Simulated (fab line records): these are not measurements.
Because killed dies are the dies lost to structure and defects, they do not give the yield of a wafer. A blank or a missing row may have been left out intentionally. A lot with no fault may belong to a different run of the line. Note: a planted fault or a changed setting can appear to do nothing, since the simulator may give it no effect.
Which of the tools did it? :: flow berkeleyCmos170 :: Sampling: 15 lots, 45 wafers, 7 of 331 route steps

## WHAT THE GAUGES READ, wafer by wafer
UCB170_PSD_TW_MEAS_10.
lot: L657
measured: day 7 10:52
on: filmMetro-04
PSD_TW: 2336 2323 2329

lot: L658
measured: day 7 11:08
on: filmMetro-04
PSD_TW: 2322 2322 2324

lot: L655
measured: day 7 11:16
on: filmMetro-04
PSD_TW: 2320 2327 2326

lot: L656
measured: day 7 11:34
on: filmMetro-04
PSD_TW: 2323 2328 2327

lot: L663
measured: day 8 02:29
on: filmMetro-04
PSD_TW: 2322 2310 2301

lot: L660
measured: day 8 02:41
on: filmMetro-04
PSD_TW: 2302 2313 2319

lot: L661
measured: day 8 02:49
on: filmMetro-03
PSD_TW: 2344 2345 2341

lot: L671
measured: day 9 21:07
on: filmMetro-04
PSD_TW: 2012 2016 2015

lot: L668
measured: day 9 21:11
on: filmMetro-02
PSD_TW: 2336 2327 2331

lot: L670
measured: day 9 21:16
on: filmMetro-04
PSD_TW: 2018 2008 2011

lot: L667
measured: day 10 03:45
on: filmMetro-04
PSD_TW: 2338 2325 2319

lot: L672
measured: day 10 04:02
on: filmMetro-02
PSD_TW: 2356 2328 2334

lot: L669
measured: day 10 03:52
on: filmMetro-03
PSD_TW: 2016 2025 2023

lot: L674
measured: day 11 05:54
on: filmMetro-03
PSD_TW: 2366 2348 2365

lot: L677
measured: day 11 05:11
on: filmMetro-03
PSD_TW: 2366 2362 2348

UCB170_SDANNEAL_RS_MEAS_02: the measuring method here is four-point-probe.
lot: L657
measured: day 7 16:46
on: filmMetro-02
PSD_RS (ohm/sq): 75.5 75.9 75.4

lot: L658
measured: day 7 16:44
on: filmMetro-03
PSD_RS (ohm/sq): 75.4 75.7 75.7

lot: L655
measured: day 7 16:37
on: filmMetro-04
PSD_RS (ohm/sq): 75.6 76.0 75.6

lot: L656
measured: day 7 17:08
on: filmMetro-04
PSD_RS (ohm/sq): 75.3 75.4 75.4

lot: L663
measured: day 8 05:20
on: filmMetro-02
PSD_RS (ohm/sq): 75.3 75.5 75.4

lot: L660
measured: day 8 05:43
on: filmMetro-04
PSD_RS (ohm/sq): 75.4 75.5 75.5

lot: L661
measured: day 8 05:48
on: filmMetro-03
PSD_RS (ohm/sq): 75.5 75.3 75.2

lot: L671
measured: day 10 01:41
on: filmMetro-02
PSD_RS (ohm/sq): 103.7 102.8 103.2

lot: L668
measured: day 10 02:07
on: filmMetro-03
PSD_RS (ohm/sq): 75.5 75.7 75.7

lot: L670
measured: day 10 02:07
on: filmMetro-04
PSD_RS (ohm/sq): 103.8 104.2 104.0

lot: L667
measured: day 10 07:30
on: filmMetro-04
PSD_RS (ohm/sq): 75.2 75.3 75.0

lot: L672
measured: day 10 08:30
on: filmMetro-03
PSD_RS (ohm/sq): 75.4 75.6 75.5

lot: L669
measured: day 10 07:40
on: filmMetro-02
PSD_RS (ohm/sq): 105.9 105.1 105.7

lot: L674
measured: day 11 10:46
on: filmMetro-04
PSD_RS (ohm/sq): 75.2 75.3 75.1

lot: L677
measured: day 11 09:40
on: filmMetro-02
PSD_RS (ohm/sq): 75.2 75.6 75.2

UCB170_V1_THK_MEAS_01.
lot: L657
measured: day 8 05:35
on: filmMetro-01
V1_TEOS_THK (nm): 1988 2010 2024

lot: L658
measured: day 8 05:31
on: filmMetro-01
V1_TEOS_THK (nm): 1979 1954 2004

lot: L655
measured: day 8 05:31
on: filmMetro-03
V1_TEOS_THK (nm): 1954 2002 2031

lot: L656
measured: day 8 05:40
on: filmMetro-03
V1_TEOS_THK (nm): 2017 1985 2015

lot: L663
measured: day 9 01:25
on: filmMetro-01
V1_TEOS_THK (nm): 1938 1991 1969

lot: L660
measured: day 8 21:24
on: filmMetro-02
V1_TEOS_THK (nm): 1965 2021 2000

lot: L661
measured: day 9 01:29
on: filmMetro-01
V1_TEOS_THK (nm): 1979 2009 2002

lot: L671
measured: day 10 15:47
on: filmMetro-01
V1_TEOS_THK (nm): 1982 1972 2043

lot: L668
measured: day 10 15:47
on: filmMetro-02
V1_TEOS_THK (nm): 1946 1933 2005

lot: L670
measured: day 10 15:47
on: filmMetro-03
V1_TEOS_THK (nm): 1988 2052 2001

lot: L667
measured: day 10 19:52
on: filmMetro-03
V1_TEOS_THK (nm): 1955 2027 2005

lot: L672
measured: day 10 19:53
on: filmMetro-01
V1_TEOS_THK (nm): 1982 2021 1992

lot: L669
measured: day 10 19:52
on: filmMetro-02
V1_TEOS_THK (nm): 1995 2004 1987

lot: L674
measured: day 11 22:06
on: filmMetro-01
V1_TEOS_THK (nm): 1970 2001 2013

lot: L677
measured: day 11 21:57
on: filmMetro-02
V1_TEOS_THK (nm): 1977 1974 1989

UCB170_V1_THK_MEAS_04.
lot: L657
measured: day 8 06:19
on: filmMetro-02
V1_POLISHED_THK (nm): 998.3 1001.6 1000.7

lot: L658
measured: day 8 06:00
on: filmMetro-01
V1_POLISHED_THK (nm): 1002.5 1001.8 1000.7

lot: L655
measured: day 8 06:00
on: filmMetro-02
V1_POLISHED_THK (nm): 1000.0 998.3 999.1

lot: L656
measured: day 8 06:21
on: filmMetro-01
V1_POLISHED_THK (nm): 998.9 1000.1 999.9

lot: L663
measured: day 9 01:54
on: filmMetro-02
V1_POLISHED_THK (nm): 1000.3 999.4 997.4

lot: L660
measured: day 8 21:53
on: filmMetro-03
V1_POLISHED_THK (nm): 999.1 1000.0 998.4

lot: L661
measured: day 9 01:58
on: filmMetro-03
V1_POLISHED_THK (nm): 999.4 998.7 999.0

lot: L671
measured: day 10 16:34
on: filmMetro-03
V1_POLISHED_THK (nm): 1001.1 1000.5 1000.8

lot: L668
measured: day 10 16:16
on: filmMetro-03
V1_POLISHED_THK (nm): 999.9 1001.4 1000.4

lot: L670
measured: day 10 16:16
on: filmMetro-02
V1_POLISHED_THK (nm): 999.9 1000.6 1001.3

lot: L667
measured: day 10 20:21
on: filmMetro-02
V1_POLISHED_THK (nm): 1000.2 1001.8 1002.2

lot: L672
measured: day 10 20:40
on: filmMetro-02
V1_POLISHED_THK (nm): 1002.2 999.8 1001.2

lot: L669
measured: day 10 20:34
on: filmMetro-01
V1_POLISHED_THK (nm): 1000.3 1000.1 1000.4

lot: L674
measured: day 11 22:43
on: filmMetro-02
V1_POLISHED_THK (nm): 1001.5 1000.7 1001.7

lot: L677
measured: day 11 22:26
on: filmMetro-02
V1_POLISHED_THK (nm): 999.1 1001.4 1002.2

## WHICH TOOL RAN EACH LOT (tool, then ch and the chambers of the sampled wafers, then the start)
lot: L657
UCB170_GATE_ETCH_15: rieSi-01 ch 0,2,3, day 7 00:58
UCB170_PSD_IMPLANT_08: implanter-03 ch 0, day 7 10:38
UCB170_PSD_STRIP_09: plasmaAsher-04 ch 0,1, day 7 10:46

lot: L658
UCB170_GATE_ETCH_15: rieSi-02 ch 0,1,2, day 7 00:59
UCB170_PSD_IMPLANT_08: implanter-04 ch 0, day 7 10:47
UCB170_PSD_STRIP_09: plasmaAsher-01 ch 0,1, day 7 10:54

lot: L655
UCB170_GATE_ETCH_15: rieSi-01 ch 0,3, day 7 01:15
UCB170_PSD_IMPLANT_08: implanter-02 ch 0, day 7 11:02
UCB170_PSD_STRIP_09: plasmaAsher-02 ch 0,1, day 7 11:09

lot: L656
UCB170_GATE_ETCH_15: rieSi-02 ch 0,1,2, day 7 01:26
UCB170_PSD_IMPLANT_08: implanter-03 ch 0, day 7 11:19
UCB170_PSD_STRIP_09: plasmaAsher-01 ch 0,1, day 7 11:28

lot: L663
UCB170_GATE_ETCH_15: rieSi-02 ch 0,3, day 7 17:46
UCB170_PSD_IMPLANT_08: implanter-04 ch 0, day 8 02:16
UCB170_PSD_STRIP_09: plasmaAsher-01 ch 0,1, day 8 02:23

lot: L660
UCB170_GATE_ETCH_15: rieSi-01 ch 0,1,2, day 7 18:01
UCB170_PSD_IMPLANT_08: implanter-02 ch 0, day 8 02:26
UCB170_PSD_STRIP_09: plasmaAsher-02 ch 0,1, day 8 02:35

lot: L661
UCB170_GATE_ETCH_15: rieSi-02 ch 2,3, day 7 18:15
UCB170_PSD_IMPLANT_08: implanter-04 ch 0, day 8 02:35
UCB170_PSD_STRIP_09: plasmaAsher-01 ch 0, day 8 02:43

lot: L671
UCB170_GATE_ETCH_15: rieSi-01 ch 2,3, day 9 06:34
UCB170_PSD_IMPLANT_08: implanter-04 ch 0, day 9 20:53
UCB170_PSD_STRIP_09: plasmaAsher-02 ch 0,1, day 9 21:01

lot: L668
UCB170_GATE_ETCH_15: rieSi-02 ch 1,2,3, day 9 06:49
UCB170_PSD_IMPLANT_08: implanter-02 ch 0, day 9 20:56
UCB170_PSD_STRIP_09: plasmaAsher-04 ch 0,1, day 9 21:05

lot: L670
UCB170_GATE_ETCH_15: rieSi-01 ch 0,1,3, day 9 13:32
UCB170_PSD_IMPLANT_08: implanter-04 ch 0, day 9 21:01
UCB170_PSD_STRIP_09: plasmaAsher-02 ch 1, day 9 21:10

lot: L667
UCB170_GATE_ETCH_15: rieSi-02 ch 0,3, day 9 13:44
UCB170_PSD_IMPLANT_08: implanter-02 ch 0, day 10 03:31
UCB170_PSD_STRIP_09: plasmaAsher-04 ch 0,1, day 10 03:38

lot: L672
UCB170_GATE_ETCH_15: rieSi-01 ch 0,1,3, day 9 13:51
UCB170_PSD_IMPLANT_08: implanter-03 ch 0, day 10 03:49
UCB170_PSD_STRIP_09: plasmaAsher-01 ch 0,1, day 10 03:57

lot: L669
UCB170_GATE_ETCH_15: rieSi-02 ch 0,1,3, day 9 14:01
UCB170_PSD_IMPLANT_08: implanter-04 ch 0, day 10 03:37
UCB170_PSD_STRIP_09: plasmaAsher-02 ch 0,1, day 10 03:46

lot: L674
UCB170_GATE_ETCH_15: rieSi-01 ch 0,1,3, day 10 17:44
UCB170_PSD_IMPLANT_08: implanter-02 ch 0, day 11 05:39
UCB170_PSD_STRIP_09: plasmaAsher-02 ch 0,1, day 11 05:48

lot: L677
UCB170_GATE_ETCH_15: rieSi-02 ch 1,2, day 10 18:13
UCB170_PSD_IMPLANT_08: implanter-03 ch 0, day 11 04:57
UCB170_PSD_STRIP_09: plasmaAsher-04 ch 0,1, day 11 05:04
- UCB170_GATE_ETCH_15: etches poly-Si in HBr/Cl2, stops on SiO2, time 56.3 s, target depth 278.2 nm.
- UCB170_PSD_IMPLANT_08
- UCB170_PSD_STRIP_09: strips in O2.

## AS READ BY THE TOOLS THEMSELVES (means over the sampled wafers that have a number; for cases with no such wafer, the mark the record gives instead)
UCB170_GATE_ETCH_15.
lot: L657
tool: rieSi-01
drypumpMotorCurrentA (A): 5.6
oesProductAu (a.u.): 0.820
throttleValvePct (%): 26.48

lot: L658
tool: rieSi-02
drypumpMotorCurrentA (A): 6.0
oesProductAu (a.u.): 0.810
throttleValvePct (%): 26.47

lot: L655
tool: rieSi-01
drypumpMotorCurrentA (A): 5.3
oesProductAu (a.u.): 0.812
throttleValvePct (%): 26.36

lot: L656
tool: rieSi-02
drypumpMotorCurrentA (A): 6.0
oesProductAu (a.u.): 0.811
throttleValvePct (%): 26.48

lot: L663
tool: rieSi-02
drypumpMotorCurrentA (A): 6.2
oesProductAu (a.u.): 0.820
throttleValvePct (%): 26.59

lot: L660
tool: rieSi-01
drypumpMotorCurrentA (A): 5.8
oesProductAu (a.u.): 0.821
throttleValvePct (%): 26.68

lot: L661
tool: rieSi-02
drypumpMotorCurrentA (A): 5.9
oesProductAu (a.u.): 0.833
throttleValvePct (%): 26.59

lot: L671
tool: rieSi-01
drypumpMotorCurrentA (A): 5.7
oesProductAu (a.u.): 0.824
throttleValvePct (%): 26.57

lot: L668
tool: rieSi-02
drypumpMotorCurrentA (A): 6.1
oesProductAu (a.u.): 0.822
throttleValvePct (%): 26.60

lot: L670
tool: rieSi-01
drypumpMotorCurrentA (A): 5.7
oesProductAu (a.u.): 0.820
throttleValvePct (%): 26.57

lot: L667
tool: rieSi-02
drypumpMotorCurrentA (A): 6.3
oesProductAu (a.u.): 0.841
throttleValvePct (%): 26.71

lot: L672
tool: rieSi-01
drypumpMotorCurrentA (A): 5.7
oesProductAu (a.u.): 0.821
throttleValvePct (%): 26.57

lot: L669
tool: rieSi-02
drypumpMotorCurrentA (A): 6.2
oesProductAu (a.u.): 0.817
throttleValvePct (%): 26.61

lot: L674
tool: rieSi-01
drypumpMotorCurrentA (A): 5.7
oesProductAu (a.u.): 0.823
throttleValvePct (%): 26.56

lot: L677
tool: rieSi-02
drypumpMotorCurrentA (A): 5.8
oesProductAu (a.u.): 0.816
throttleValvePct (%): 26.49

UCB170_PSD_IMPLANT_08.
lot: L657
tool: implanter-03
doseIonsCm2: 3e+15
endStationPressureTorr (Torr): 1.23e-05
faradayCurrentUA: 9460

lot: L658
tool: implanter-04
doseIonsCm2: 3e+15
endStationPressureTorr (Torr): 1.30e-05
faradayCurrentUA: 9158

lot: L655
tool: implanter-02
doseIonsCm2: 3e+15
endStationPressureTorr (Torr): 1.20e-05
faradayCurrentUA: 9174

lot: L656
tool: implanter-03
doseIonsCm2: 3e+15
endStationPressureTorr (Torr): 1.21e-05
faradayCurrentUA: 9164

lot: L663
tool: implanter-04
doseIonsCm2: 3e+15
endStationPressureTorr (Torr): 1.29e-05
faradayCurrentUA: 9237

lot: L660
tool: implanter-02
doseIonsCm2: 3e+15
endStationPressureTorr (Torr): 1.27e-05
faradayCurrentUA: 9414

lot: L661
tool: implanter-04
doseIonsCm2: 3e+15
endStationPressureTorr (Torr): 1.26e-05
faradayCurrentUA: 9243

lot: L671
tool: implanter-04
doseIonsCm2: 2e+15
endStationPressureTorr (Torr): 9.67e-06
faradayCurrentUA: 5768

lot: L668
tool: implanter-02
doseIonsCm2: 3e+15
endStationPressureTorr (Torr): 1.26e-05
faradayCurrentUA: 9144

lot: L670
tool: implanter-04
doseIonsCm2: 2e+15
endStationPressureTorr (Torr): 9.57e-06
faradayCurrentUA: 5782

lot: L667
tool: implanter-02
doseIonsCm2: 3e+15
endStationPressureTorr (Torr): 1.27e-05
faradayCurrentUA: 9392

lot: L672
tool: implanter-03
doseIonsCm2: 3e+15
endStationPressureTorr (Torr): 1.29e-05
faradayCurrentUA: 9312

lot: L669
tool: implanter-04
doseIonsCm2: 2e+15
endStationPressureTorr (Torr): 9.47e-06
faradayCurrentUA: 5731

lot: L674
tool: implanter-02
doseIonsCm2: 3e+15
endStationPressureTorr (Torr): 1.22e-05
faradayCurrentUA: 9236

lot: L677
tool: implanter-03
doseIonsCm2: 3e+15
endStationPressureTorr (Torr): 1.26e-05
faradayCurrentUA: 9054

UCB170_PSD_STRIP_09.
lot: L657
tool: plasmaAsher-04
drypumpMotorCurrentA (A): 6.2
oesProductAu (a.u.): 0.601
stripTimeToEndpointS (s): 29.29

lot: L658
tool: plasmaAsher-01
drypumpMotorCurrentA (A): 4.8
oesProductAu (a.u.): 0.598
stripTimeToEndpointS (s): 29.39

lot: L655
tool: plasmaAsher-02
drypumpMotorCurrentA (A): 5.9
oesProductAu (a.u.): 0.600
stripTimeToEndpointS (s): 29.39

lot: L656
tool: plasmaAsher-01
drypumpMotorCurrentA (A): 5.1
oesProductAu (a.u.): 0.600
stripTimeToEndpointS (s): 29.39

lot: L663
tool: plasmaAsher-01
drypumpMotorCurrentA (A): 5.0
oesProductAu (a.u.): 0.600
stripTimeToEndpointS (s): 29.32

lot: L660
tool: plasmaAsher-02
drypumpMotorCurrentA (A): 5.9
oesProductAu (a.u.): 0.604
stripTimeToEndpointS (s): 29.41

lot: L661
tool: plasmaAsher-01
drypumpMotorCurrentA (A): 5.3
oesProductAu (a.u.): 0.601
stripTimeToEndpointS (s): 29.39

lot: L671
tool: plasmaAsher-02
drypumpMotorCurrentA (A): 5.9
oesProductAu (a.u.): 0.666
stripTimeToEndpointS (s): 24.79

lot: L668
tool: plasmaAsher-04
drypumpMotorCurrentA (A): 6.2
oesProductAu (a.u.): 0.597
stripTimeToEndpointS (s): 29.30

lot: L670
tool: plasmaAsher-02
drypumpMotorCurrentA (A): 6.0
oesProductAu (a.u.): 0.668
stripTimeToEndpointS (s): 24.69

lot: L667
tool: plasmaAsher-04
drypumpMotorCurrentA (A): 5.9
oesProductAu (a.u.): 0.601
stripTimeToEndpointS (s): 29.47

lot: L672
tool: plasmaAsher-01
drypumpMotorCurrentA (A): 5.1
oesProductAu (a.u.): 0.599
stripTimeToEndpointS (s): 29.54

lot: L669
tool: plasmaAsher-02
drypumpMotorCurrentA (A): 5.9
oesProductAu (a.u.): 0.677
stripTimeToEndpointS (s): 24.65

lot: L674
tool: plasmaAsher-02
drypumpMotorCurrentA (A): 5.9
oesProductAu (a.u.): 0.603
stripTimeToEndpointS (s): 29.38

lot: L677
tool: plasmaAsher-04
drypumpMotorCurrentA (A): 5.9
oesProductAu (a.u.): 0.598
stripTimeToEndpointS (s): 29.26

## THE ANSWER, worked out from the rows above alone
Rule: the lots themselves supply what counts as usual. Put in order of their means at a reading, lots are off if they are a third of the lots or fewer, leave a main group of 4 or more, and stand apart from it by a gap of 3 or more times the standard deviation of the main group's means; of several such gaps the widest counts. A main group whose means are all the same, to the digits that the tables above print for the reading, isn't used. A lot without any number at a reading at which 4 lots or more have one is off too. The other lots that the step has rows for count as sound. After the gauges, taken in route order, come the tools' own readings; for these a lot's mean is taken, as printed above. At the first step where some lot is off, the reading lying furthest off is the one used; lots without a number count as furthest.
Off: at UCB170_PSD_TW_MEAS_10 (PSD_TW), L671, L670, L669. The main group has a mean of 2332 with a standard deviation of 15.
If a tool, at a process step before that reading, ran all the lots that are off and no sound lot after the first of them, it fits. The gauges at UCB170_PSD_TW_MEAS_10 aren't tried: what is off there is off at UCB170_PSD_IMPLANT_08 too, on other tools, and a gauge's error can't cause that. One fits: implanter-04 at UCB170_PSD_IMPLANT_08. Its last sound lot is L661 (day 8 02:35), its first lot that is off L671 (day 9 20:53): a fault that began between those two fits.
The tool's own readings at UCB170_PSD_IMPLANT_08 bear it out: on the lots that are off they differ by more than 5 times the standard deviation of the sound lots' means. doseIonsCm2 reads 2e+15 there against 3e+15 on the sound lots; endStationPressureTorr reads 9.57e-06 Torr there against 1.26e-05 Torr on the sound lots; faradayCurrentUA reads 5760 there against 9249 on the sound lots.

## WHAT HAD BEEN PUT IN BY THE SIMULATOR
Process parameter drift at UCB170_PSD_IMPLANT_08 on implanter-04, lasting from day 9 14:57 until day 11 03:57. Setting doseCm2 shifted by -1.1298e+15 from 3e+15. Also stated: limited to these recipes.
Shown lots that were struck: L671, L670, L669. The same result came from the rule above.
